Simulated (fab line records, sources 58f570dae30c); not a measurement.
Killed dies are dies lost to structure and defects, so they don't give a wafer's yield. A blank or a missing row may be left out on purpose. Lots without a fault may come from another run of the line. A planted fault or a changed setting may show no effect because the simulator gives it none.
A struck lot beside a sound one | flow berkeley_cmos170 | 16 steps out of a route of 331
Sound: wafers L331.3, L331.4, L331.5. Struck: wafers L341.1, L341.2, L341.3. The cause comes at the end.
At each step with rows: each side's tool, then ch and its chambers, then its first start. Under that, the readings that differ: sound wafers | struck wafers | difference of the means | sigmas: that difference in standard deviations of wafers without a fault.
alike: readings whose means differ by less than 2 such deviations, and words and numbers that are the same on both sides. not compared: withheld readings, readings that some wafer has no value for, bounds like >300 that may hide the same value, and numbers for which the record gives no deviation and whose values overlap.
The two part at a step that has a row with sigmas, a row that says differs or no value, or rows on one side only. Numbers that don't overlap but have no deviation are shown without sigmas and don't part them. A reading that every wafer of one side lacks parts them only if that side has two wafers or more.

UCB170_CONTACT_STRIP_06: strips in O2.
  sound on plasma_asher-01 ch 0,1, day 6 20:23; struck on plasma_asher-03 ch 0,1, day 8 21:31
  alike: drypump_motor_current_A, oes_product_au, strip_time_to_endpoint_s
  not compared: rf_hours_counter_h
then, 1 step without rows for these wafers: UCB170_CONTACT_CLEAN_07 (cleans in SPM, time 600 s).
UCB170_CONTACT_RTA_08: time 10 s.
  sound on rtp_anneal-02 ch 0, day 6 22:46; struck on rtp_anneal-01 ch 0, day 8 21:49
  reading            | sound          | struck         | difference | sigmas
  lamp_power_pct (%) | 24.3 24.3 24.3 | 26.3 26.3 26.3 | +2.0       | +2
  alike: wafer_temp_C_max
then, 6 steps without rows for these wafers: UCB170_CONTACT_COAT_09; UCB170_CONTACT_COAT_10 (resist thk 900 nm); UCB170_CONTACT_SOFTBAKE_11 (time 60 s); UCB170_CONTACT_EXPOSE_12 (exposes mask CONT, target cd 700 nm); UCB170_CONTACT_PEB_13; UCB170_CONTACT_DEVELOP_14 (develop time 45 s).
UCB170_CONTACT_CD_MEAS_15: target cd 700 nm.
  sound on cd_sem-01, day 7 00:06; struck on cd_sem-01, day 8 22:43
  alike: cd_nm
UCB170_CONTACT_OVL_MEAS_16:
  sound on overlay-02, day 7 00:11; struck on overlay-02, day 8 22:50
  alike: CONTACT_OVL
UCB170_CONTACT_ETCH_17: etches BARC in N2/H2.
  sound on rie_diel-01 ch 1,2, day 7 00:13; struck on rie_diel-01 ch 0,2,3, day 8 22:52
  alike: bias_w, chamber_pressure_mTorr, drypump_motor_current_A, oes_product_au, rf_fwd_power_W, throttle_valve_pct
UCB170_CONTACT_ETCH_18: etches PSG in CHF3/CF4/Ar, stops on TiSi2, target depth 840 nm, time 195 s.
  sound on rie_diel-01 ch 1,2, day 7 00:00; struck on rie_diel-01 ch 0,2,3, day 8 22:00
  no value came back on the struck wafers for any of 6 readings (CHF3_flow_sccm (sccm), cf4_flow_sccm (sccm) and others); on the sound wafers CHF3_flow_sccm (sccm) reads 44.80 45.01 44.84
  reading                                  | sound             | struck            | difference | sigmas
  model.KrF_of_CONTACT_COAT_10.thk_nm (nm) | 697.2 692.4 693.3 | 885.5 884.3 886.2 | +191.0     |
  not compared: rf_hours_counter_h
UCB170_CONTACT_STRIP_19: strips in O2.
  sound on plasma_asher-02 ch 0,1, day 7 00:25; struck on plasma_asher-01 ch 0,1, day 8 23:02
  reading                     | sound       | struck      | difference | sigmas
  drypump_motor_current_A (A) | 4.9 5.7 4.9 | 6.3 6.1 6.1 | +1.0       | +3
  alike: oes_product_au
  not compared: rf_hours_counter_h
UCB170_CONTACT_CD_MEAS_90: target cd 700 nm.
  sound on cd_sem-02, day 7 00:31; struck on cd_sem-01, day 8 23:08
  reading    | sound             | struck | difference                    | sigmas
  cd_nm (nm) | 697.9 699.9 698.7 | - - -  | no value on the struck wafers |
then, 1 step without rows for these wafers: UCB170_CONTACT_CLEAN_20 (cleans in SPM, time 600 s).

WHERE THEY PART
First at UCB170_CONTACT_RTA_08; last, within this record, at UCB170_CONTACT_CD_MEAS_90.

WHY: what the simulator had put in
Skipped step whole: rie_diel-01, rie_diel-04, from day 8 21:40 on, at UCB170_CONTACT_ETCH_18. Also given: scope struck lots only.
